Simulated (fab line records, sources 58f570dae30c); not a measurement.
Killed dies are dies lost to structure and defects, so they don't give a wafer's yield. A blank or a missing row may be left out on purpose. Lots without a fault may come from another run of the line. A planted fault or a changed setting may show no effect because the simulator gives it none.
fab line records | flow berkeley_cmos170
record lots=15 wafers=45 last_day=13
route steps=331 shown ACTIVE@77 SACOX@99 NLDD@161 SPACER@172
lots that met no fault: from a run of the same line without faults
start_h: hours from the record's first day to the start of the lot's first wafer shown | wait_h: hours since the lot's step before | " the same as in the row above | L1.1+2: a row that stands for several wafers | - no value, or no start given | * or withheld: withheld | < > ~ a bound
route shown NAME@n: a module of which the file shows steps, and the number in the route of the first | usual: mean/standard deviation of fault-free wafers | same: alike in all rows | chamber/n: place in a boat | sites: the reading at each site | _std_site: their standard deviation | _edge_site: outer sites' mean less inner sites' | radius_mm: how far each site lies from the wafer's centre | mask NAME#n: copy n | behind: the tool/chamber that last shaped the wafer | hold: why the lot was held/for how many hours/how that ended | device: the transistor (n, p or np) that didn't switch | end of line: the same wafers' tests at the end of the route | a step without rows: its recipe alone | killed: dies lost to structure and defects at the first sort, not the wafer's yield | map: a wafer's dies, x killed, . not, _ none there
set.NAME: the setting as run; set.NAME@STEP: as run at that earlier step | model.NAME: the simulator's own value behind a step, which no gauge read
steps of the route over a sample of lots; a table a step, a row a wafer
services: from which hour (start_h, from the record's first day; less than 0 if before it) a tool's chamber was out of use, for how many hours, and why
## steps
# step UCB170_ACTIVE_CD_MEAS_90
# recipe target_cd_nm=1200
# usual cd_nm=1199.2/1.4
# columns lot.wafer tool chamber start_h wait_h cd_nm
L856.1 cd_sem-01 - 92.37 0.1 1199.8
L856.2 " - " " 1198.4
L856.4 " - " " 1199.2
L857.2 cd_sem-02 - 92.63 0.1 1200.6
L857.4 " - " " 1199.6
L857.5 " - " " 1198.7
L859.1 cd_sem-02 - 109.74 0.1 1198.7
L859.3 " - " " 1199.0
L859.5 " - " " 1198.5
L860.3 cd_sem-01 - 109.99 0.1 1197.8
L860.4 " - " " 1198.2
L860.6 " - " " 1197.8
L861.3 cd_sem-01 - 110.11 0.1 1200.5
L861.5 " - " " 1201.6
L861.6 " - " " 1199.5
L862.1 cd_sem-02 - 119.72 0.1 1199.6
L862.4 " - " " 1200.7
L862.6 " - " " 1197.6
L863.1 cd_sem-01 - 123.63 0.1 1202.0
L863.2 " - " " 1201.1
L863.6 " - " " 1200.2
L864.1 cd_sem-01 - 124.14 0.1 1198.5
L864.2 " - " " 1197.4
L864.5 " - " " 1200.6
L866.1 cd_sem-02 - 132.10 0.1 1197.4
L866.3 " - " " 1196.9
L866.6 " - " " 1197.2
L868.3 cd_sem-02 - 155.92 0.2 1199.9
L868.4 " - " " 1198.4
L868.5 " - " " 1198.5
L869.4 cd_sem-02 - 156.06 0.2 1201.2
L869.5 " - " " 1200.7
L869.6 " - " " 1200.8
L867.1 cd_sem-01 - 156.12 0.1 1199.1
L867.3 " - " " 1200.6
L867.6 " - " " 1200.3
L875.2 cd_sem-01 - 182.94 0.1 1199.8
L875.4 " - " " 1200.0
L875.6 " - " " 1199.3
L874.2 cd_sem-01 - 183.22 0.1 1202.3
L874.4 " - " " 1201.5
L874.6 " - " " 1199.4
L876.1 cd_sem-02 - 196.20 0.1 1199.8
L876.5 " - " " 1199.5
L876.6 " - " " 1198.3
# step UCB170_SACOX_THK_MEAS_02
# recipe reads=SiO2_of_SACOX_OXIDATION_01
# usual SACOX_OXIDE_THK=14.56/0.23
# columns lot.wafer tool chamber start_h wait_h SACOX_OXIDE_THK[nm]
L856.1 film_metro-02 - 119.97 0.0 14.43
L856.2 " - " " 14.32
L856.4 " - " " 14.39
L857.2 film_metro-02 - 120.04 0.1 14.99
L857.4 " - " " 14.84
L857.5 " - " " 14.98
L859.1 film_metro-02 - 132.51 0.0 15.15
L859.3 " - " " 14.80
L859.5 " - " " 15.01
L860.3 film_metro-03 - 132.53 0.0 14.49
L860.4 " - " " 14.72
L860.6 " - " " 14.23
L861.3 film_metro-01 - 132.58 0.1 14.57
L861.5 " - " " 14.67
L861.6 " - " " 14.57
L862.1 film_metro-02 - 146.11 0.0 14.51
L862.4 " - " " 14.83
L862.6 " - " " 14.67
L863.1 film_metro-02 - 153.96 0.0 14.71
L863.2 " - " " 14.84
L863.6 " - " " 14.75
L866.1 film_metro-01 - 154.06 0.1 14.57
L866.3 " - " " 14.56
L866.6 " - " " 14.65
L864.1 film_metro-02 - 154.08 0.1 14.70
L864.2 " - " " 14.53
L864.5 " - " " 14.53
L867.1 film_metro-01 - 179.10 0.0 14.59
L867.3 " - " " 14.07
L867.6 " - " " 14.23
L868.3 film_metro-02 - 179.12 0.0 14.33
L868.4 " - " " 13.98
L868.5 " - " " 13.94
L869.4 film_metro-03 - 179.13 0.0 14.39
L869.5 " - " " 14.37
L869.6 " - " " 14.19
L874.2 film_metro-02 - 213.37 0.0 14.36
L874.4 " - " " 14.32
L874.6 " - " " 14.38
L875.2 film_metro-01 - 213.37 0.0 14.55
L875.4 " - " " 14.59
L875.6 " - " " 14.76
L876.1 film_metro-02 - 222.76 0.0 14.87
L876.5 " - " " 14.64
L876.6 " - " " 14.97
# step UCB170_NLDD_EXPOSE_03
# recipe mask_id=NSELECT na=0.5 sigma_outer=0.6 source_shape=conventional target_cd_nm=1200 dose_mj=30
# usual stage_vel_mm_s=500.00/0.21
# same sigma_outer=0.6
# columns lot.wafer tool chamber start_h wait_h mask stage_vel_mm_s
L856.1 krf_scanner-01 0 155.09 0.1 NSELECT#0 500.31
L856.2 " 0 " " NSELECT#0 500.22
L856.4 " 0 " " NSELECT#0 499.83
L857.2 krf_scanner-01 0 155.75 0.1 NSELECT#0 500.09
L857.4 " 0 " " NSELECT#0 500.16
L857.5 " 0 " " NSELECT#0 499.67
L859.1 krf_scanner-01 0 169.26 0.2 NSELECT#0 499.77
L859.3 " 0 " " NSELECT#0 500.20
L859.5 " 0 " " NSELECT#0 499.97
L860.3 krf_scanner-01 0 169.94 0.1 NSELECT#0 500.19
L860.4 " 0 " " NSELECT#0 500.13
L860.6 " 0 " " NSELECT#0 499.86
L861.3 krf_scanner-02 0 170.68 0.2 NSELECT#0 500.12
L861.5 " 0 " " NSELECT#0 499.75
L861.6 " 0 " " NSELECT#0 500.23
L862.1 krf_scanner-02 0 177.68 0.1 NSELECT#0 499.63
L862.4 " 0 " " NSELECT#0 499.91
L862.6 " 0 " " NSELECT#0 499.85
L866.1 krf_scanner-01 0 188.54 0.2 NSELECT#0 500.31
L866.3 " 0 " " NSELECT#0 500.03
L866.6 " 0 " " NSELECT#0 499.85
L863.1 krf_scanner-02 0 188.78 0.5 NSELECT#0 499.70
L863.2 " 0 " " NSELECT#0 499.68
L863.6 " 0 " " NSELECT#0 500.01
L864.1 krf_scanner-01 0 189.44 0.2 NSELECT#0 499.91
L864.2 " 0 " " NSELECT#0 499.88
L864.5 " 0 " " NSELECT#0 500.06
L869.4 krf_scanner-02 0 215.05 0.2 NSELECT#0 500.38
L869.5 " 0 " " NSELECT#0 500.07
L869.6 " 0 " " NSELECT#0 499.87
L868.3 krf_scanner-01 0 215.43 0.2 NSELECT#0 500.10
L868.4 " 0 " " NSELECT#0 500.19
L868.5 " 0 " " NSELECT#0 499.81
L867.1 krf_scanner-02 0 215.63 0.4 NSELECT#0 500.02
L867.3 " 0 " " NSELECT#0 499.91
L867.6 " 0 " " NSELECT#0 499.82
L874.2 krf_scanner-01 0 248.20 0.2 NSELECT#0 500.36
L874.4 " 0 " " NSELECT#0 499.87
L874.6 " 0 " " NSELECT#0 500.08
L875.2 krf_scanner-01 0 248.32 0.2 NSELECT#0 499.91
L875.4 " 0 " " NSELECT#0 499.68
L875.6 " 0 " " NSELECT#0 499.88
L876.1 krf_scanner-01 0 264.99 0.3 NSELECT#0 499.85
L876.5 " 0 " " NSELECT#0 499.88
L876.6 " 0 " " NSELECT#0 499.77
# step UCB170_NLDD_OVL_MEAS_07
# usual NLDD_OVL=2/6.2
# columns lot.wafer tool chamber start_h wait_h NLDD_OVL[nm]
L856.1 overlay-01 - 155.76 0.1 1
L856.2 " - " " 0
L856.4 " - " " 0
L857.2 overlay-01 - 156.25 0.1 -4
L857.4 " - " " -12
L857.5 " - " " 3
L859.1 overlay-02 - 170.35 0.1 4
L859.3 " - " " -1
L859.5 " - " " 11
L860.3 overlay-02 - 170.64 0.1 -9
L860.4 " - " " -1
L860.6 " - " " 5
L861.3 overlay-01 - 171.37 0.1 18
L861.5 " - " " 3
L861.6 " - " " 5
L862.1 overlay-02 - 178.19 0.1 9
L862.4 " - " " 19
L862.6 " - " " 11
L866.1 overlay-01 - 189.34 0.1 4
L866.3 " - " " 6
L866.6 " - " " 4
L863.1 overlay-02 - 189.58 0.1 -10
L863.2 " - " " -10
L863.6 " - " " -2
L864.1 overlay-02 - 190.06 0.1 6
L864.2 " - " " -1
L864.5 " - " " 8
L869.4 overlay-02 - 215.53 0.1 -7
L869.5 " - " " 6
L869.6 " - " " -2
L868.3 overlay-01 - 215.91 0.1 1
L868.4 " - " " 8
L868.5 " - " " 0
L867.1 overlay-02 - 216.14 0.1 -9
L867.3 " - " " 5
L867.6 " - " " -2
L874.2 overlay-02 - 248.79 0.1 329
L874.4 " - " " 322
L874.6 " - " " 316
L875.2 overlay-02 - 248.91 0.1 305
L875.4 " - " " 321
L875.6 " - " " 319
L876.1 overlay-02 - 265.70 0.1 319
L876.5 " - " " 321
L876.6 " - " " 315
# step UCB170_SPACER_THK_MEAS_01
# recipe reads=SiO2_of_SPACER_CVD_00
# usual SPACER_TEOS_THK=375/5.3
# columns lot.wafer tool chamber start_h wait_h SPACER_TEOS_THK[nm]
L856.1 film_metro-04 - 156.49 0.0 370
L856.2 " - " " 365
L856.4 " - " " 376
L857.2 film_metro-03 - 156.98 0.0 374
L857.4 " - " " 371
L857.5 " - " " 383
L859.1 film_metro-02 - 171.07 0.0 377
L859.3 " - " " 370
L859.5 " - " " 383
L860.3 film_metro-03 - 171.36 0.0 374
L860.4 " - " " 379
L860.6 " - " " 377
L861.3 film_metro-02 - 172.09 0.0 367
L861.5 " - " " 375
L861.6 " - " " 370
L862.1 film_metro-04 - 179.68 0.0 372
L862.4 " - " " 382
L862.6 " - " " 380
L863.1 film_metro-03 - 190.96 0.0 378
L863.2 " - " " 380
L863.6 " - " " 382
L866.1 film_metro-04 - 190.96 0.0 372
L866.3 " - " " 380
L866.6 " - " " 374
L864.1 film_metro-02 - 191.02 0.0 375
L864.2 " - " " 365
L864.5 " - " " 369
L869.4 film_metro-03 - 216.27 0.0 378
L869.5 " - " " 378
L869.6 " - " " 379
L868.3 film_metro-02 - 216.65 0.0 369
L868.4 " - " " 370
L868.5 " - " " 375
L867.1 film_metro-04 - 216.87 0.0 375
L867.3 " - " " 367
L867.6 " - " " 377
L874.2 film_metro-03 - 249.56 0.0 374
L874.4 " - " " 379
L874.6 " - " " 382
L875.2 film_metro-02 - 249.91 0.0 371
L875.4 " - " " 386
L875.6 " - " " 376
L876.1 film_metro-03 - 266.43 0.0 372
L876.5 " - " " 378
L876.6 " - " " 377
## services
# columns tool chamber start_h hours kind
krf_scanner-02 - 140.20 0.2 repair
krf_scanner-02 - 141.34 11.6 pm
krf_scanner-01 - 152.89 1.0 pm
krf_scanner-02 - 171.71 0.8 pm
krf_scanner-02 0 174.37 - calibration
krf_scanner-01 - 175.98 0.8 pm
krf_scanner-02 - 184.67 1.3 pm
krf_scanner-01 0 239.61 - calibration
krf_scanner-02 - 258.97 1.0 pm
## key
first_sign step=UCB170_NLDD_OVL_MEAS_07 reading=NLDD_OVL direction=up sigmas=51 usual=2 struck=319
effect none on later readings
met_at UCB170_NLDD_EXPOSE_03
struck_lots L874,L875,L876
sort_left_out L875.2,L875.4,L875.6,L876.1,L876.5,L876.6
tester_left_out L874,L875,L876
not_acting_at UCB170_ACTIVE_CD_MEAS_90,UCB170_SACOX_THK_MEAS_02,UCB170_SPACER_THK_MEAS_01
onset_between 215.43 248.20
also_fits time
fault kind=scanner_matching_overlay tool=krf_scanner-01 chamber=- onset_h=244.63 steps=UCB170_NLDD_EXPOSE_03 offset=320
# tester_left_out: of these lots the tester's yield and bins aren't shown, on N5 and GAA mostly nor the transistor test; their killed dies are dies lost to structure and defects alone, not to doping, threshold or leakage, so they don't give the yield
# sort_left_out: the simulated sort isn't trusted on such a fault, so these wafers' sort isn't shown, and their yield isn't known
